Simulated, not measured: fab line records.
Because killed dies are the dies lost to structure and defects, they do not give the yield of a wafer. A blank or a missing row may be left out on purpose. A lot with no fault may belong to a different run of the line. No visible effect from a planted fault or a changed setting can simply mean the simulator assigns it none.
fab line records -- flow berkeleyCmos170
record lots=14, wafers=42, lastDay=12
route steps=331 shown NLDD@165 BACKSIDE@202 CONTACT@222 V2@292
lots with no fault: from the same line, run without faults
startH: start of the lot's first displayed wafer, in hours after the record's first day -- waitH: time in hours since the lot's previous step -- " unchanged from the row above -- L1.1+2: a row that stands for several wafers -- - no value, or no start given -- * or withheld: withheld -- < > ~ a bound
route shown NAME@n: a module of which the file shows steps, and the number in the route of the first -- usual: mean and standard deviation over wafers with no fault -- same: alike in all rows -- chamber/n: place in a boat -- sites: each site's reading -- _std_site: standard deviation of those values -- _edge_site: outer sites' mean less inner sites' -- radiusMm: how far each site lies from the wafer's centre -- mask NAME#n: copy n -- behind: the tool/chamber that last shaped the wafer -- hold: the reason the lot was held/the length of the hold in hours/how it ended -- device: whichever transistor did not switch (one of n, p or np) -- end of line: the same wafers' tests at the end of the route -- a step without rows: its recipe alone -- killed: dies that structure and defects cost at the first sort, which is not the same as the wafer's yield -- map: a wafer's dies, x killed, . not, _ none there
set.NAME: the setting the step ran with; set.NAME@STEP: the setting that earlier step ran with -- model.NAME: the simulator's own value behind a step, which no gauge read
one table for each step of the route and one row for each wafer, over a sample of lots
services: the hour from which a tool's chamber was out of use, counted from the record's first day as startH (under 0 if before that day), plus the number of hours and why
## steps
# step UCB170_NLDD_OVL_MEAS_07
# usual NLDD_OVL=3/6.3
lot.wafer,tool,chamber,startH,waitH,NLDD_OVL[nm]
L969.1,overlay-02,-,125.83,0.1,4
L969.3,overlay-02,-,125.83,0.1,1
L969.6,overlay-02,-,125.83,0.1,5
L975.1,overlay-01,-,163.52,0.1,3
L975.4,overlay-01,-,163.52,0.1,1
L975.6,overlay-01,-,163.52,0.1,2
L973.4,overlay-01,-,163.82,0.1,1
L973.5,overlay-01,-,163.82,0.1,7
L973.6,overlay-01,-,163.82,0.1,5
L974.3,overlay-01,-,164.21,0.1,12
L974.4,overlay-01,-,164.21,0.1,4
L974.5,overlay-01,-,164.21,0.1,13
L978.1,overlay-01,-,167.88,0.1,1
L978.3,overlay-01,-,167.88,0.1,5
L978.6,overlay-01,-,167.88,0.1,13
L981.1,overlay-01,-,202.76,0.1,6
L981.2,overlay-01,-,202.76,0.1,3
L981.4,overlay-01,-,202.76,0.1,3
L985.1,overlay-01,-,203.00,0.1,11
L985.3,overlay-01,-,203.00,0.1,8
L985.4,overlay-01,-,203.00,0.1,9
L984.1,overlay-01,-,205.72,0.1,3
L984.4,overlay-01,-,205.72,0.1,8
L984.5,overlay-01,-,205.72,0.1,-5
L983.1,overlay-01,-,216.73,0.1,6
L983.3,overlay-01,-,216.73,0.1,-1
L983.5,overlay-01,-,216.73,0.1,-4
L987.3,overlay-01,-,225.95,0.1,6
L987.5,overlay-01,-,225.95,0.1,15
L987.6,overlay-01,-,225.95,0.1,2
L988.1,overlay-02,-,226.21,0.1,-2
L988.4,overlay-02,-,226.21,0.1,-9
L988.5,overlay-02,-,226.21,0.1,-5
L989.1,overlay-02,-,230.17,0.1,-4
L989.4,overlay-02,-,230.17,0.1,-6
L989.5,overlay-02,-,230.17,0.1,2
L990.2,overlay-02,-,249.81,0.1,8
L990.3,overlay-02,-,249.81,0.1,0
L990.4,overlay-02,-,249.81,0.1,7
L991.3,overlay-02,-,250.09,0.1,11
L991.4,overlay-02,-,250.09,0.1,12
L991.6,overlay-02,-,250.09,0.1,13
# step UCB170_BACKSIDE_STRIP_03
# recipe chemistry=O2, powerW=400, pressureMtorr=3500, platenTempC=withheld, o2FlowSccm=400, overashFraction=0.5
# usual drypumpMotorCurrentA=5.5/0.38, oesProductAu=0.735/0.0043, stripTimeToEndpointS=22.00/0.055
lot.wafer,tool,chamber,startH,waitH,drypumpMotorCurrentA,oesProductAu,rfHoursCounterH,stripTimeToEndpointS
L969.1,plasmaAsher-01,0,135.44,0.1,6.0,0.734,45,22.02
L969.3,plasmaAsher-01,1,135.44,0.1,5.2,0.739,-,21.87
L969.6,plasmaAsher-01,1,135.44,0.1,5.2,0.733,-,21.90
L975.1,plasmaAsher-04,0,174.58,0.1,5.3,0.725,40,22.03
L975.4,plasmaAsher-04,0,174.58,0.1,5.3,0.720,-,22.03
L975.6,plasmaAsher-04,1,174.58,0.1,5.9,0.738,-,22.00
L973.4,plasmaAsher-03,0,174.80,0.1,5.0,0.737,-,21.97
L973.5,plasmaAsher-03,1,174.80,0.1,5.8,0.729,-,22.06
L973.6,plasmaAsher-03,0,174.80,0.1,5.0,0.731,-,21.97
L974.3,plasmaAsher-01,0,175.06,0.1,6.0,0.733,-,21.99
L974.4,plasmaAsher-01,1,175.06,0.1,5.1,0.740,-,21.99
L974.5,plasmaAsher-01,1,175.06,0.1,5.1,0.735,-,21.95
L978.1,plasmaAsher-04,1,179.75,0.1,5.9,0.741,40,21.94
L978.3,plasmaAsher-04,0,179.75,0.1,5.3,0.736,-,22.03
L978.6,plasmaAsher-04,1,179.75,0.1,5.9,0.729,-,21.98
L981.1,plasmaAsher-03,0,212.95,0.1,5.0,0.736,11,22.01
L981.2,plasmaAsher-03,1,212.95,0.1,5.8,0.740,11,22.01
L981.4,plasmaAsher-03,0,212.95,0.1,5.0,0.746,-,21.98
L984.1,plasmaAsher-01,0,213.36,0.1,6.0,0.738,55,22.06
L984.4,plasmaAsher-01,0,213.36,0.1,6.0,0.741,-,22.06
L984.5,plasmaAsher-01,0,213.36,0.1,6.0,0.734,-,22.01
L985.1,plasmaAsher-04,0,213.50,0.1,5.3,0.735,45,21.99
L985.3,plasmaAsher-04,1,213.50,0.1,6.0,0.729,-,22.01
L985.4,plasmaAsher-04,0,213.50,0.1,5.3,0.734,-,21.96
L983.1,plasmaAsher-03,1,228.29,0.1,5.8,0.731,13,21.93
L983.3,plasmaAsher-03,0,228.29,0.1,5.1,0.733,-,21.95
L983.5,plasmaAsher-03,1,228.29,0.1,5.8,0.736,-,22.01
L987.3,plasmaAsher-04,0,234.43,0.1,5.3,0.734,-,22.04
L987.5,plasmaAsher-04,0,234.43,0.1,5.3,0.734,-,22.01
L987.6,plasmaAsher-04,1,234.43,0.1,5.9,0.735,-,22.12
L988.1,plasmaAsher-04,1,235.30,0.1,6.0,0.732,47,22.05
L988.4,plasmaAsher-04,0,235.30,0.1,5.3,0.735,-,22.06
L988.5,plasmaAsher-04,0,235.30,0.1,5.3,0.734,-,22.08
L989.1,plasmaAsher-03,1,238.42,0.1,5.8,0.732,14,22.07
L989.4,plasmaAsher-03,0,238.42,0.1,5.1,0.741,-,22.04
L989.5,plasmaAsher-03,1,238.42,0.1,5.9,0.736,-,22.04
L991.3,plasmaAsher-04,0,259.22,0.1,5.3,0.735,-,21.89
L991.4,plasmaAsher-04,1,259.22,0.1,6.0,0.740,-,21.94
L991.6,plasmaAsher-04,0,259.22,0.1,5.3,0.734,-,21.90
L990.2,plasmaAsher-03,1,259.37,0.1,5.9,0.744,17,22.04
L990.3,plasmaAsher-03,0,259.37,0.1,5.0,0.731,-,22.05
L990.4,plasmaAsher-03,1,259.37,0.1,5.8,0.735,-,22.03
# step UCB170_CONTACT_STRIP_06
# recipe chemistry=O2, powerW=400, pressureMtorr=3500, platenTempC=withheld, o2FlowSccm=400, overashFraction=0.5
# usual drypumpMotorCurrentA=5.7/0.43, oesProductAu=0.734/0.0046, stripTimeToEndpointS=22.00/0.062
lot.wafer,tool,chamber,startH,waitH,drypumpMotorCurrentA,oesProductAu,rfHoursCounterH,stripTimeToEndpointS
L969.1,plasmaAsher-01,0,140.73,0.1,6.0,0.735,46,22.04
L969.3,plasmaAsher-01,0,140.73,0.1,6.0,0.739,-,21.94
L969.6,plasmaAsher-01,1,140.73,0.1,5.2,0.740,-,21.96
L975.1,plasmaAsher-03,1,178.50,0.1,5.8,0.733,7,22.06
L975.4,plasmaAsher-03,0,178.50,0.1,5.0,0.737,-,21.97
L975.6,plasmaAsher-03,1,178.50,0.1,5.8,0.740,-,22.01
L973.4,plasmaAsher-01,1,179.19,0.1,5.1,0.736,-,22.10
L973.5,plasmaAsher-01,0,179.19,0.1,6.0,0.731,-,22.17
L973.6,plasmaAsher-01,1,179.19,0.1,5.1,0.738,-,22.09
L974.3,plasmaAsher-02,0,179.19,0.1,6.3,0.731,-,22.07
L974.4,plasmaAsher-02,1,179.19,0.1,5.8,0.733,-,22.04
L974.5,plasmaAsher-02,0,179.19,0.1,6.3,0.732,-,22.07
L978.1,plasmaAsher-02,0,183.51,0.1,6.2,0.727,43,22.01
L978.3,plasmaAsher-02,1,183.51,0.1,5.8,0.736,-,22.06
L978.6,plasmaAsher-02,0,183.51,0.1,6.2,0.743,-,22.09
L981.1,plasmaAsher-03,1,220.93,0.1,5.8,0.738,12,22.10
L981.2,plasmaAsher-03,0,220.93,0.1,5.0,0.738,12,22.03
L981.4,plasmaAsher-03,0,220.93,0.1,5.1,0.732,-,22.06
L984.1,plasmaAsher-02,1,221.20,0.1,5.8,0.734,45,22.00
L984.4,plasmaAsher-02,1,221.20,0.1,5.8,0.742,-,22.00
L984.5,plasmaAsher-02,1,221.20,0.1,5.8,0.732,-,21.94
L985.1,plasmaAsher-01,1,221.38,0.1,5.1,0.732,56,21.93
L985.3,plasmaAsher-01,1,221.38,0.1,5.2,0.734,-,21.97
L985.4,plasmaAsher-01,0,221.38,0.1,6.0,0.736,-,21.90
L983.1,plasmaAsher-03,0,233.05,0.1,5.1,0.734,13,22.09
L983.3,plasmaAsher-03,0,233.05,0.1,5.1,0.741,-,22.06
L983.5,plasmaAsher-03,1,233.05,0.1,5.9,0.737,-,22.03
L987.3,plasmaAsher-02,0,239.29,0.1,6.2,0.740,-,21.90
L987.5,plasmaAsher-02,1,239.29,0.1,5.8,0.737,-,21.92
L987.6,plasmaAsher-02,0,239.29,0.1,6.2,0.732,-,21.94
L988.1,plasmaAsher-01,0,242.13,0.1,6.0,0.735,59,21.99
L988.4,plasmaAsher-01,0,242.13,0.1,6.0,0.725,-,22.05
L988.5,plasmaAsher-01,1,242.13,0.1,5.2,0.731,-,22.06
L989.1,plasmaAsher-02,0,244.94,0.1,6.2,0.738,48,22.00
L989.4,plasmaAsher-02,1,244.94,0.1,5.8,0.729,-,21.92
L989.5,plasmaAsher-02,1,244.94,0.1,5.8,0.735,-,22.00
L991.3,plasmaAsher-03,0,263.11,0.1,5.1,0.730,-,22.08
L991.4,plasmaAsher-03,1,263.11,0.1,5.8,0.739,-,22.00
L991.6,plasmaAsher-03,0,263.11,0.1,5.1,0.736,-,22.05
L990.2,plasmaAsher-01,1,265.18,0.1,5.2,0.741,60,22.04
L990.3,plasmaAsher-01,1,265.18,0.1,5.2,0.732,-,22.01
L990.4,plasmaAsher-01,0,265.18,0.1,6.0,0.740,-,21.98
# step UCB170_V2_CVD_00
# recipe material=SiO2, targetThkNm=2000, tempC=390, precursor=TEOS/O2, timeS=250, rfW=550, pressureMtorr=9000
# usual heaterPowerW=258/68, pressureMtorr=9000/17
lot.wafer,tool,chamber,startH,waitH,heaterPowerW,pressureMtorr,sinceWetCleanH
L969.1,pecvd-03,2,153.86,0.1,162,8984,232
L969.3,pecvd-03,0,153.86,0.1,208,9001,232
L969.6,pecvd-03,0,153.86,0.1,255,9021,-
L973.4,pecvd-01,0,191.98,0.1,-,-,-
L973.5,pecvd-01,2,191.98,0.1,-,-,-
L973.6,pecvd-01,1,191.98,0.1,-,-,-
L975.1,pecvd-02,2,192.38,0.1,-,-,-
L975.4,pecvd-02,1,192.38,0.1,-,-,-
L975.6,pecvd-02,2,192.38,0.1,-,-,-
L974.3,pecvd-03,0,192.51,0.1,261,8991,271
L974.4,pecvd-03,2,192.51,0.1,150,9000,-
L974.5,pecvd-03,1,192.51,0.1,222,9002,-
L978.1,pecvd-03,2,202.03,0.1,185,8991,281
L978.3,pecvd-03,0,202.03,0.1,169,9003,281
L978.6,pecvd-03,0,202.03,0.1,244,8990,-
L984.1,pecvd-01,2,235.94,0.1,300,8993,207
L984.4,pecvd-01,0,235.94,0.1,215,9006,-
L984.5,pecvd-01,2,235.94,0.1,214,8991,-
L981.1,pecvd-03,1,236.18,0.1,307,9007,315
L981.2,pecvd-03,0,236.18,0.1,203,9000,315
L981.4,pecvd-03,2,236.18,0.1,147,8979,-
L985.1,pecvd-01,1,236.78,0.1,268,8983,208
L985.3,pecvd-01,2,236.78,0.1,300,8988,208
L985.4,pecvd-01,2,236.78,0.1,212,9021,-
L983.1,pecvd-01,1,250.63,0.1,327,8965,222
L983.3,pecvd-01,0,250.63,0.1,312,9007,222
L983.5,pecvd-01,1,250.63,0.1,251,8991,-
L987.3,pecvd-02,1,251.75,0.1,168,9016,102
L987.5,pecvd-02,1,251.75,0.1,233,9028,-
L987.6,pecvd-02,0,251.75,0.1,379,8962,-
L988.1,pecvd-03,0,259.53,0.1,184,9016,338
L988.4,pecvd-03,2,259.53,0.1,215,9024,-
L988.5,pecvd-03,0,259.53,0.1,248,9005,-
L989.1,pecvd-02,2,259.85,0.1,432,8998,110
L989.4,pecvd-02,0,259.85,0.1,261,9000,-
L989.5,pecvd-02,2,259.85,0.1,326,9013,-
L990.2,pecvd-03,2,279.98,0.1,202,9017,359
L990.3,pecvd-03,1,279.98,0.1,276,8985,359
L990.4,pecvd-03,1,279.98,0.1,222,8987,-
L991.3,pecvd-02,1,280.24,0.1,221,8987,131
L991.4,pecvd-02,0,280.24,0.1,269,8985,-
L991.6,pecvd-02,2,280.24,0.1,324,9003,-
## services
tool,chamber,startH,hours,kind
plasmaAsher-03,0,117.75,-,clean
plasmaAsher-03,1,117.75,-,clean
pecvd-02,-,135.50,14.0,pm
pecvd-02,0,135.50,14.0,ventCycle
pecvd-02,1,135.50,14.0,ventCycle
pecvd-02,2,135.50,14.0,ventCycle
pecvd-02,0,149.50,-,clean
pecvd-02,1,149.50,-,clean
pecvd-02,2,149.50,-,clean
plasmaAsher-02,-,151.98,11.8,pm
plasmaAsher-02,-,200.08,15.6,pm
pecvd-02,0,215.39,19.8,repair
plasmaAsher-02,-,215.68,2.8,pm
plasmaAsher-01,-,243.59,14.6,pm
## key
firstSign step=UCB170_V2_CVD_00, reading=toolRecord, direction=missing
effect none on later readings
metAt UCB170_V2_CVD_00
struckLots L973,L975
scrappedBehind UCB170_V2_THK_MEAS_01 L973.4,L973.5,L973.6,L975.1,L975.4,L975.6
notActingAt UCB170_NLDD_OVL_MEAS_07,UCB170_BACKSIDE_STRIP_03,UCB170_CONTACT_STRIP_06
fault kind=skippedStepWhole, tool=pecvd-01,pecvd-02, chamber=-, onsetH=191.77, steps=UCB170_V2_CVD_00, scope=struckLotsOnly
